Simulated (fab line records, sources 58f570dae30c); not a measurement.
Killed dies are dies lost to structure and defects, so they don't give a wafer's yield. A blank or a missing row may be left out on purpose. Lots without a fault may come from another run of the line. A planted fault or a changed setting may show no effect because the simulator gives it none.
fab line records | flow berkeley_cmos170 | part 2 of 2: steps 24 to 36 of 36
record lots=5 wafers=15 last_day=13
route steps=331 shown ACTIVE@64 PFIELD@79 FIELD@89 SACOX@97
lots that met no fault: from a run of the same line without faults
start_h: hours from the record's first day to the start of the lot's first wafer shown | wait_h: hours since the lot's step before | " the same as in the row above | L1.1+2: a row that stands for several wafers | - no value, or no start given | * or withheld: withheld | < > ~ a bound
route shown NAME@n: a module of which the file shows steps, and the number in the route of the first | usual: mean/standard deviation of fault-free wafers | same: alike in all rows | chamber/n: place in a boat | sites: the reading at each site | _std_site: their standard deviation | _edge_site: outer sites' mean less inner sites' | radius_mm: how far each site lies from the wafer's centre | mask NAME#n: copy n | behind: the tool/chamber that last shaped the wafer | hold: why the lot was held/for how many hours/how that ended | device: the transistor (n, p or np) that didn't switch | end of line: the same wafers' tests at the end of the route | a step without rows: its recipe alone | killed: dies lost to structure and defects at the first sort, not the wafer's yield | map: a wafer's dies, x killed, . not, _ none there
set.NAME: the setting as run; set.NAME@STEP: as run at that earlier step | model.NAME: the simulator's own value behind a step, which no gauge read
lots at some steps of the route; a table a step, a row a wafer
services: from which hour (start_h, from the record's first day; less than 0 if before it) a tool's chamber was out of use, for how many hours, and why
## steps
# step UCB170_PFIELD_STRIP_08
# recipe chemistry=O2 power_w=400 pressure_mtorr=3500 platen_temp_c=withheld o2_flow_sccm=400 overash_fraction=0.5
# usual drypump_motor_current_A=6.1/0.46 oes_product_au=0.735/0.0047 strip_time_to_endpoint_s=21.62/0.071
# columns lot.wafer tool chamber start_h wait_h drypump_motor_current_A oes_product_au rf_hours_counter_h strip_time_to_endpoint_s
L076.2 plasma_asher-01 1 102.32 0.1 5.3 0.732 30 21.62
L076.5 " 1 " " 5.3 0.734 - 21.67
L076.6 " 0 " " 6.5 0.743 - 21.70
L086.1 plasma_asher-03 0 154.80 0.1 6.1 0.728 4 21.70
L086.3 " 1 " " 5.9 0.743 - 21.70
L086.6 " 0 " " 6.1 0.736 - 21.74
L090.3 plasma_asher-03 0 175.46 0.1 6.1 0.726 - 21.70
L090.4 " 1 " " 5.8 0.732 - 21.70
L090.6 " 1 " " 5.8 0.734 - 21.62
L093.1 plasma_asher-01 1 185.79 0.1 5.3 0.740 40 21.57
L093.2 " 0 " " 6.6 0.737 40 21.60
L093.3 " 1 " " 5.4 0.731 - 21.59
L096.1 plasma_asher-04 0 209.70 0.1 6.4 0.733 51 21.65
L096.2 " 1 " " 6.5 0.743 51 21.61
L096.4 " 0 " " 6.4 0.733 - 21.63
# step UCB170_PFIELD_TW_MEAS_09
# usual PFIELD_TW=600/6
# columns lot.wafer tool chamber start_h wait_h PFIELD_TW
L076.2 film_metro-03 - 102.47 0.1 593
L076.5 " - " " 595
L076.6 " - " " 593
L086.1 film_metro-04 - 154.90 0.1 608
L086.3 " - " " 608
L086.6 " - " " 604
L090.3 film_metro-01 - 175.55 0.1 599
L090.4 " - " " 599
L090.6 " - " " 595
L093.1 film_metro-04 - 185.89 0.1 607
L093.2 " - " " 605
L093.3 " - " " 605
L096.1 film_metro-01 - 209.80 0.1 598
L096.2 " - " " 598
L096.4 " - " " 598
# step UCB170_FIELD_CLEAN_00
# recipe chemistry=dHF dilution=25:1 time_s=7.5
# columns lot.wafer tool chamber start_h wait_h
L076.2+5+6 wet_bench-02 3 102.52 0.0
L086.1+3+6 wet_bench-04 1 156.49 1.6
L090.3+4+6 wet_bench-04 2 175.92 0.4
L093.1+2+3 wet_bench-03 0 185.95 0.1
L096.1+2+4 wet_bench-03 1 209.90 0.1
# step UCB170_FIELD_OXIDATION_01
# recipe temp_c=1000 ambient=H2O p_h2o_torr=584.62 target_thk_a=5583 ox_time_s=6964
# usual ox_temp_c_max=1005.0/0.98 zone_power_centre_pct=47/4.1
# columns lot.wafer tool chamber start_h wait_h ox_temp_c_max zone_power_centre_pct
L076.2 furnace-04 0 108.78 6.2 1005.7 43
L076.5 " 0 " " 1004.9 44
L076.6 " 0 " " 1005.4 44
L086.1 furnace-01 0 158.59 2.1 1005.0 51
L086.3 " 0 " " 1008.0 52
L086.6 " 0 " " 1005.1 51
L090.3 furnace-01 0 177.91 2.0 1004.0 52
L090.4 " 0 " " 1003.6 51
L090.6 " 0 " " 1006.2 51
L093.1 furnace-04 0 190.26 4.3 1005.0 43
L093.2 " 0 " " 1004.7 43
L093.3 " 0 " " 1004.9 43
L096.1 furnace-01 0 214.48 4.6 1005.4 52
L096.2 " 0 " " 1004.2 52
L096.4 " 0 " " 1004.6 52
# step UCB170_FIELD_THK_MEAS_02
# recipe reads=SiO2_of_FIELD_OXIDATION_01
# usual FIELD_OXIDE_THK=547/11
# columns lot.wafer tool chamber start_h wait_h FIELD_OXIDE_THK[nm]
L076.2 film_metro-02 - 111.79 0.0 546
L076.5 " - " " 547
L076.6 " - " " 549
L086.1 film_metro-04 - 161.59 0.0 567
L086.3 " - " " 568
L086.6 " - " " 555
L090.3 film_metro-03 - 180.93 0.0 557
L090.4 " - " " 569
L090.6 " - " " 549
L093.1 film_metro-04 - 193.26 0.0 544
L093.2 " - " " 548
L093.3 " - " " 555
L096.1 film_metro-04 - 217.48 0.0 556
L096.2 " - " " 551
L096.4 " - " " 564
# step UCB170_FIELD_ANNEAL_03
# recipe temp_c=1000 time_s=1200 ambient=N2
# usual zone_power_centre_pct=46/3.5
# columns lot.wafer tool chamber start_h wait_h zone_power_centre_pct
L076.2 furnace-04 0 119.37 7.6 43
L076.5 " 0 " " 44
L076.6 " 0 " " 44
L086.1 furnace-02 0 166.30 4.7 46
L086.3 " 0 " " 48
L086.6 " 0 " " 48
L090.3 furnace-01 0 185.26 4.3 53
L090.4 " 0 " " 51
L090.6 " 0 " " 52
L093.1 furnace-01 0 196.61 3.3 52
L093.2 " 0 " " 52
L093.3 " 0 " " 52
L096.1 furnace-04 0 221.98 4.5 44
L096.2 " 0 " " 43
L096.4 " 0 " " 44
# step UCB170_FIELD_WET_ETCH_04
# recipe chemistry=dHF dilution=10:1 target=SiO2 temp_c=25 time_s=60
# columns lot.wafer tool chamber start_h wait_h
L076.2+5+6 wet_bench-04 3 120.70 0.0
L086.1+3+6 wet_bench-02 1 167.63 0.0
L090.3+4+6 wet_bench-03 0 186.59 0.0
L093.1+2+3 wet_bench-03 0 197.94 0.0
L096.1+2+4 wet_bench-03 1 223.31 0.0
# step UCB170_FIELD_WET_ETCH_05
# recipe chemistry=H3PO4 target=Si3N4 temp_c=160 time_s=12600
# columns lot.wafer tool chamber start_h wait_h
L076.2+5+6 wet_bench-03 1 120.72 0.0
L086.1+3+6 wet_bench-04 3 167.66 0.0
L090.3+4+6 wet_bench-03 1 186.62 0.0
L093.1+2+3 wet_bench-03 1 197.97 0.0
L096.1+2+4 wet_bench-04 2 223.34 0.0
# step UCB170_FIELD_WET_ETCH_06
# recipe chemistry=BOE dilution=5:1 target=SiO2 temp_c=25 time_s=22
# columns lot.wafer tool chamber start_h wait_h
L076.2+5+6 wet_bench-03 2 124.41 0.2
L086.1+3+6 wet_bench-03 0 171.17 0.0
L090.3+4+6 wet_bench-03 3 190.50 0.4
L093.1+2+3 wet_bench-02 2 201.48 0.0
L096.1+2+4 wet_bench-03 1 226.85 0.0
# step UCB170_FIELD_THK_MEAS_90
# recipe reads=SiO2_of_FIELD_OXIDATION_01
# usual FIELD_OXIDE_LEFT_1_THK=431/11
# columns lot.wafer tool chamber start_h wait_h FIELD_OXIDE_LEFT_1_THK[nm]
L076.2 film_metro-03 - 124.46 0.0 428
L076.5 " - " " 429
L076.6 " - " " 432
L086.1 film_metro-04 - 171.18 0.0 451
L086.3 " - " " 451
L086.6 " - " " 439
L090.3 film_metro-04 - 190.54 0.0 441
L090.4 " - " " 453
L090.6 " - " " 432
L093.1 film_metro-04 - 201.49 0.0 428
L093.2 " - " " 433
L093.3 " - " " 439
L096.1 film_metro-03 - 226.86 0.0 440
L096.2 " - " " 434
L096.4 " - " " 447
# step UCB170_SACOX_CLEAN_00
# recipe chemistry=dHF dilution=25:1 time_s=7.5
# columns lot.wafer tool chamber start_h wait_h
L076.2+5+6 wet_bench-03 1 124.51 0.0
L086.1+3+6 wet_bench-03 3 171.24 0.1
L090.3+4+6 wet_bench-03 3 190.69 0.1
L093.1+2+3 wet_bench-03 0 201.55 0.1
L096.1+2+4 wet_bench-03 0 226.92 0.1
# step UCB170_SACOX_OXIDATION_01
# recipe temp_c=900 ambient=O2 target_thk_a=144 ox_time_s=2400
# usual ox_temp_c_max=904.4/1.1 zone_power_centre_pct=43/3.5
# columns lot.wafer tool chamber start_h wait_h ox_temp_c_max zone_power_centre_pct
L076.2 furnace-02 0 126.50 2.0 908.0 41
L076.5 " 0 " " 904.5 42
L076.6 " 0 " " 906.1 42
L086.1 furnace-04 0 173.38 2.1 903.9 38
L086.3 " 0 " " 904.5 38
L086.6 " 0 " " 904.8 38
L090.3 furnace-01 0 193.59 2.9 903.7 46
L090.4 " 0 " " 904.5 46
L090.6 " 0 " " 905.1 45
L093.1 furnace-01 0 209.96 8.4 903.0 46
L093.2 " 0 " " 905.7 46
L093.3 " 0 " " 904.1 45
L096.1 furnace-04 0 230.56 3.6 904.8 38
L096.2 " 0 " " 905.8 38
L096.4 " 0 " " 903.9 38
# step UCB170_SACOX_THK_MEAS_02
# recipe reads=SiO2_of_SACOX_OXIDATION_01
# usual SACOX_OXIDE_THK=14.28/0.23
# columns lot.wafer tool chamber start_h wait_h SACOX_OXIDE_THK[nm]
L076.2 film_metro-02 - 128.18 0.0 14.49
L076.5 " - " " 14.18
L076.6 " - " " 14.15
L086.1 film_metro-01 - 175.14 0.1 13.94
L086.3 " - " " 13.95
L086.6 " - " " 14.08
L090.3 film_metro-04 - 195.28 0.0 14.37
L090.4 " - " " 14.20
L090.6 " - " " 14.15
L093.1 film_metro-04 - 211.71 0.1 13.89
L093.2 " - " " 13.81
L093.3 " - " " 14.12
L096.1 film_metro-04 - 232.23 0.0 14.29
L096.2 " - " " 14.37
L096.4 " - " " 14.37
## services
# columns tool chamber start_h hours kind
implanter-02 - 70.78 4.5 pm
furnace-02 - 74.64 2.8 pm
implanter-02 - 78.35 0.8 repair
krf_scanner-02 - 78.85 1.3 pm
rie_diel-01 0 93.15 - clean
rie_diel-01 0 93.15 16.8 scheduled_down
rie_diel-01 0 93.15 16.8 vent_cycle
rie_diel-02 1 96.40 2.9 repair
plasma_asher-03 - 99.40 6.0 repair
plasma_asher-03 - 108.75 9.0 pm
plasma_asher-03 0 108.75 9.0 vent_cycle
furnace-01 - 111.17 4.0 pm
rie_diel-02 0 114.76 4.3 repair
lpcvd-01 - 120.89 1.0 repair
furnace-02 - 138.12 3.1 pm
krf_scanner-02 - 143.58 0.8 pm
krf_scanner-02 - 144.33 1.0 pm
rie_diel-02 - 145.58 1.1 repair
krf_scanner-01 - 153.87 1.1 repair
rie_diel-01 3 156.56 8.3 repair
implanter-02 - 181.15 4.9 pm
krf_scanner-01 - 189.41 1.0 pm
wet_bench-01 - 199.02 2.0 repair
krf_scanner-01 - 199.18 1.3 pm
